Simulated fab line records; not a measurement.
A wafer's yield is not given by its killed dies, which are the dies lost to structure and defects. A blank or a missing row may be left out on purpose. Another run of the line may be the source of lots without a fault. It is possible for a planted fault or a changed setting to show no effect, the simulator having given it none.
Split-lot experiment || flow rit cmos || on a route of 202 steps: 5 lots, 23 wafers read

## SPLIT DETAILS
At RIT_GATE_OXIDATION_05 (target thk 3 nm, ox time 270 s), the setting temp c was moved away from the recipe's 900 C on 15 of the 23 wafers read, by +1.2% to +2.3%. For the rest of the wafers, this setting stayed at what the recipe calls for.

## FROM SPLIT TO READING: 1 step shown by the file between the two
- RIT_GATE_ANNEAL_06: time 600 s

## THE READING
GATE_OXIDE_THK, in nm, at RIT_GATE_THK_MEAS_07. Typical for fault-free wafers on this fab line: 2.99 nm, with standard deviation 0.054 nm.

{"wafer": "L074.1", "tool, chamber at the split": "-, -", "temp c as run, C": 900, "against the recipe": "recipe", "GATE_OXIDE_THK, nm": 3.05, "against lot-mates on the recipe": "-"}
{"wafer": "L074.2", "tool, chamber at the split": "-, -", "temp c as run, C": 900, "against the recipe": "recipe", "GATE_OXIDE_THK, nm": 3.02, "against lot-mates on the recipe": "-"}
{"wafer": "L074.3", "tool, chamber at the split": "-, -", "temp c as run, C": 900, "against the recipe": "recipe", "GATE_OXIDE_THK, nm": 2.95, "against lot-mates on the recipe": "-"}
{"wafer": "L074.4", "tool, chamber at the split": "-, -", "temp c as run, C": 900, "against the recipe": "recipe", "GATE_OXIDE_THK, nm": 2.95, "against lot-mates on the recipe": "-"}
{"wafer": "L074.6", "tool, chamber at the split": "-, -", "temp c as run, C": 900, "against the recipe": "recipe", "GATE_OXIDE_THK, nm": 3.02, "against lot-mates on the recipe": "-"}
{"wafer": "L077.1", "tool, chamber at the split": "-, -", "temp c as run, C": 920.7, "against the recipe": "+2.3%", "GATE_OXIDE_THK, nm": 3.79, "against lot-mates on the recipe": "no lot-mate on the recipe"}
{"wafer": "L077.2", "tool, chamber at the split": "-, -", "temp c as run, C": 920.7, "against the recipe": "+2.3%", "GATE_OXIDE_THK, nm": 3.81, "against lot-mates on the recipe": "no lot-mate on the recipe"}
{"wafer": "L077.3", "tool, chamber at the split": "-, -", "temp c as run, C": 920.7, "against the recipe": "+2.3%", "GATE_OXIDE_THK, nm": 3.76, "against lot-mates on the recipe": "no lot-mate on the recipe"}
{"wafer": "L077.4", "tool, chamber at the split": "-, -", "temp c as run, C": 920.7, "against the recipe": "+2.3%", "GATE_OXIDE_THK, nm": 3.73, "against lot-mates on the recipe": "no lot-mate on the recipe"}
{"wafer": "L077.6", "tool, chamber at the split": "-, -", "temp c as run, C": 920.7, "against the recipe": "+2.3%", "GATE_OXIDE_THK, nm": 3.80, "against lot-mates on the recipe": "no lot-mate on the recipe"}
{"wafer": "L078.1", "tool, chamber at the split": "-, -", "temp c as run, C": 910.4, "against the recipe": "+1.2%", "GATE_OXIDE_THK, nm": 3.36, "against lot-mates on the recipe": "no lot-mate on the recipe"}
{"wafer": "L078.2", "tool, chamber at the split": "-, -", "temp c as run, C": 910.4, "against the recipe": "+1.2%", "GATE_OXIDE_THK, nm": 3.44, "against lot-mates on the recipe": "no lot-mate on the recipe"}
{"wafer": "L078.3", "tool, chamber at the split": "-, -", "temp c as run, C": 910.4, "against the recipe": "+1.2%", "GATE_OXIDE_THK, nm": 3.36, "against lot-mates on the recipe": "no lot-mate on the recipe"}
{"wafer": "L078.4", "tool, chamber at the split": "-, -", "temp c as run, C": 910.4, "against the recipe": "+1.2%", "GATE_OXIDE_THK, nm": 3.31, "against lot-mates on the recipe": "no lot-mate on the recipe"}
{"wafer": "L078.5", "tool, chamber at the split": "-, -", "temp c as run, C": 910.4, "against the recipe": "+1.2%", "GATE_OXIDE_THK, nm": 3.42, "against lot-mates on the recipe": "no lot-mate on the recipe"}
{"wafer": "L079.2", "tool, chamber at the split": "furnace-03, 0", "temp c as run, C": 900, "against the recipe": "recipe", "GATE_OXIDE_THK, nm": 3.01, "against lot-mates on the recipe": "-"}
{"wafer": "L079.5", "tool, chamber at the split": "furnace-03, 0", "temp c as run, C": 900, "against the recipe": "recipe", "GATE_OXIDE_THK, nm": 3.09, "against lot-mates on the recipe": "-"}
{"wafer": "L079.6", "tool, chamber at the split": "furnace-03, 0", "temp c as run, C": 900, "against the recipe": "recipe", "GATE_OXIDE_THK, nm": 3.09, "against lot-mates on the recipe": "-"}
{"wafer": "L081.1", "tool, chamber at the split": "-, -", "temp c as run, C": 917.6, "against the recipe": "+2.0%", "GATE_OXIDE_THK, nm": 3.67, "against lot-mates on the recipe": "no lot-mate on the recipe"}
{"wafer": "L081.2", "tool, chamber at the split": "-, -", "temp c as run, C": 917.6, "against the recipe": "+2.0%", "GATE_OXIDE_THK, nm": 3.70, "against lot-mates on the recipe": "no lot-mate on the recipe"}
{"wafer": "L081.3", "tool, chamber at the split": "-, -", "temp c as run, C": 917.6, "against the recipe": "+2.0%", "GATE_OXIDE_THK, nm": 3.72, "against lot-mates on the recipe": "no lot-mate on the recipe"}
{"wafer": "L081.4", "tool, chamber at the split": "-, -", "temp c as run, C": 917.6, "against the recipe": "+2.0%", "GATE_OXIDE_THK, nm": 3.67, "against lot-mates on the recipe": "no lot-mate on the recipe"}
{"wafer": "L081.5", "tool, chamber at the split": "-, -", "temp c as run, C": 917.6, "against the recipe": "+2.0%", "GATE_OXIDE_THK, nm": 3.62, "against lot-mates on the recipe": "no lot-mate on the recipe"}

THE FIT
A straight line over all 23 wafers: GATE_OXIDE_THK changes by +0.331 nm for each +1% of temp c; r = +0.99; the points scatter about the line by 0.046 nm.
Too few moved wafers have a lot-mate on the recipe to fit a line with each lot's own level taken away.

## THE WHOLE CHAIN: every reading that the file lists as answering this split, in the file's order
{"step": "RIT_GATE_OXIDATION_05", "what it does": "target thk 3 nm, ox time 270 s", "reading": "SiO2_of_GATE_OXIDATION_05.thk nm (the simulator's own value, which no gauge read)", "change (the file's fit)": "+0.341 nm for each +1% of the setting", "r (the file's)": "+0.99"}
{"step": "RIT_GATE_THK_MEAS_07", "what it does": "", "reading": "GATE_OXIDE_THK", "change (the file's fit)": "+0.331 for each +1% of the setting", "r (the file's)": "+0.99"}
{"step": "RIT_M1_PROBE_99", "what it does": "", "reading": "etest.nmos_0p3.drive ua um (the simulator's own value, which no gauge read)", "change (the file's fit)": "-21.3 for each +1% of the setting", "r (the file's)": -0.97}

## THE FILE'S OWN FIT
GATE_OXIDE_THK changes by +0.331 nm for each +1% of temp c, r = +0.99.
